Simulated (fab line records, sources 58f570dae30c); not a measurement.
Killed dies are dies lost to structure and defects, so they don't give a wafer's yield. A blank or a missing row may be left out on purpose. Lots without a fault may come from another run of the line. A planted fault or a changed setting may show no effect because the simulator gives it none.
One fault seen from 2 desks | flow berkeley_cmos170 | each desk has only its own numbers; what lay behind them comes last

THE TOOL OWNER'S DESK: litho_track-03
The tool's own readings at UCB170_M3_PEB_13: means of the sampled wafers that have a number, for each lot that ran on this tool. A lot is out of limits, marked OUT, if its mean lies more than 4 standard deviations from the usual mean; the brackets give that distance.
Columns: A = heater_power_total_W at UCB170_M3_PEB_13, usual 56.80 W; B = plate_temp_C at UCB170_M3_PEB_13, usual 130.03 C
lot  | first seen here | A                | B
L327 | day 9 08:01     | 56.80            | 130.13
L329 | day 9 15:28     | 56.76            | 129.76
L330 | day 9 17:08     | 56.81            | 130.01
L332 | day 10 16:07    | 56.78            | 130.08
L333 | day 10 17:02    | 56.44 (-8.4) OUT | 129.46
L336 | day 11 04:17    | 56.52 (-6.6) OUT | 129.28 (-5.0) OUT
This desk's finding: out of limits on L333, L336; first on L333, day 10 17:02 (heater_power_total_W at UCB170_M3_PEB_13). In limits: L327, L329, L330, L332.

THE METROLOGY DESK
What the gauges read, lot by lot, whatever tool the lot ran on: means of the sampled wafers that have a number. A lot is out of limits, marked OUT, if its mean lies more than 4 standard deviations from the usual mean; the brackets give that distance.
Columns: A = cd_nm at UCB170_M2_CD_MEAS_15, usual 700.0 nm
lot  | first seen here | A
L325 | day 8 13:32     | 698.9
L326 | day 9 00:22     | 697.2
L327 | day 9 02:37     | 699.5
L329 | day 9 10:16     | 700.3
L328 | day 9 11:59     | 700.3
L330 | day 9 12:23     | 701.1
L332 | day 10 10:57    | 698.3
L333 | day 10 11:59    | 699.1
L336 | day 10 23:10    | 699.7
L337 | day 11 11:34    | 700.6
L341 | day 12 04:16    | 702.4
L342 | day 12 08:34    | 701.1
L344 | day 12 21:59    | 699.7
L346 | day 13 08:19    | 698.0
This desk's finding: nothing out of limits on any of the 14 lots.

PUT TOGETHER
The tool owner's desk could have raised an alarm at day 10 17:02, on L333, L336.
The metrology desk saw nothing out of limits.
The metrology desk has L333, L336 on record, within its limits.
Of the lots named, all ran UCB170_M3_PEB_13 on litho_track-03.

WHAT THE SIMULATOR HAD PUT IN
Process parameter drift: litho_track-03, from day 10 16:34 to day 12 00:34, at UCB170_M3_PEB_13. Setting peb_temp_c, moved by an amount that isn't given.
Lots struck among those shown: L333, L336.
Hours from the fault's start to each desk's first reading out of limits: the tool owner's desk, 0.
